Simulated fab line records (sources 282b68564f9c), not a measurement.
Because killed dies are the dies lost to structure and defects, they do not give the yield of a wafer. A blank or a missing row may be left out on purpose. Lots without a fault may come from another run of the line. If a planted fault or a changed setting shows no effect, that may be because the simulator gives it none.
Which tool did it? -- flow rit-cmos -- 14 lots with 42 wafers sampled at 2 steps, on a route of 202 steps

== WHAT THE GAUGES READ, wafer by wafer ==
RIT_PLDD_OVL_MEAS_06. Usual: PLDD_OVL 0.0 nm, standard deviation 1.3.
lot,measured,on,PLDD_OVL (nm),flag
L847,day 2 17:54,overlay-02,0.8 1.6 0.4,
L848,day 2 23:56,overlay-01,0.8 0.6 0.5,
L849,day 3 05:45,overlay-02,1.4 -0.4 -1.4,
L850,day 3 09:59,overlay-02,1.3 0.0 0.4,
L851,day 3 14:22,overlay-02,-0.3 0.5 0.8,
L852,day 3 19:01,overlay-02,0.1 -1.2 -1.0,
L853,day 4 01:40,overlay-02,-148.9 -150.1 -148.4 -148.2 -149.5 -148.1,OFF
L857,day 4 22:48,overlay-01,0.0 -0.3 -1.4,
L858,day 5 04:02,overlay-02,-149.2 -149.4 -147.8 -148.8 -148.9 -147.3,OFF
L864,day 6 14:19,overlay-02,0.4 1.1 1.1,
L866,day 7 04:19,overlay-01,1.1 -1.7 0.1,
L867,day 7 05:47,overlay-01,0.1 -1.1 -2.0,
L868,day 7 11:04,overlay-01,1.2 -0.2 1.5,
L869,day 7 15:51,overlay-01,0.6 -1.0 -2.2,

== EACH LOT AND THE TOOL THAT RAN IT (in order: tool; ch and the chambers of the sampled wafers; start) ==
lot,RIT_PLDD_EXPOSE_03
L847,"iline-stepper-01 ch 0, day 2 17:29"
L848,"iline-stepper-02 ch 0, day 2 23:33"
L849,"iline-stepper-01 ch 0, day 3 05:17"
L850,"iline-stepper-01 ch 0, day 3 09:35"
L851,"iline-stepper-01 ch 0, day 3 13:58"
L852,"iline-stepper-02 ch 0, day 3 18:37"
L853,"iline-stepper-01 ch 0, day 4 01:16"
L857,"iline-stepper-02 ch 0, day 4 22:24"
L858,"iline-stepper-01 ch 0, day 5 03:41"
L864,"iline-stepper-02 ch 0, day 6 13:50"
L866,"iline-stepper-02 ch 0, day 7 03:55"
L867,"iline-stepper-02 ch 0, day 7 05:20"
L868,"iline-stepper-02 ch 0, day 7 10:40"
L869,"iline-stepper-02 ch 0, day 7 15:19"
- RIT_PLDD_EXPOSE_03: exposes mask M8, target cd 40900 nm.

== WHAT THE TOOLS THEMSELVES READ (means of the sampled wafers that have a number; where no wafer has one, the mark that the record gives instead) ==
The record holds no such reading with a usual standard deviation.

== THE ANSWER, worked out from the rows above alone ==
Rule: a lot counts as off when the mean over its wafers that have a number is more than 3 standard deviations away from the usual mean. A lot without any number at a reading at which 4 lots or more have one is off too. All remaining lots with rows at the step are treated as sound. First the gauges in route order, then the tools' own readings, where a lot's mean is used as printed above. The first step at which some lot is off is used, and at that step the reading that is off furthest; a lot without a number counts as furthest.
Off: L853, L858, at RIT_PLDD_OVL_MEAS_06 (PLDD_OVL).
If a tool, at a process step before that reading, ran all the lots that are off and no sound lot after the first of them, it fits. The gauges at RIT_PLDD_OVL_MEAS_06 are tried like those tools. One fits: iline-stepper-01 at RIT_PLDD_EXPOSE_03. A fault onset in the window from L851 (day 3 13:58, its last sound lot) to L853 (day 4 01:16, its first lot off) fits.

== WHAT THE SIMULATOR HAD PUT IN ==
Scanner matching overlay: iline-stepper-01, from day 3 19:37 on, at RIT_PLDD_EXPOSE_03. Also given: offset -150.
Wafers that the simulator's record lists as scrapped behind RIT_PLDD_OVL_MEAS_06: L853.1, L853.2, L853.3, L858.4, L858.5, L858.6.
Shown lots that were struck: L853, L858. The rule given above showed the same thing.
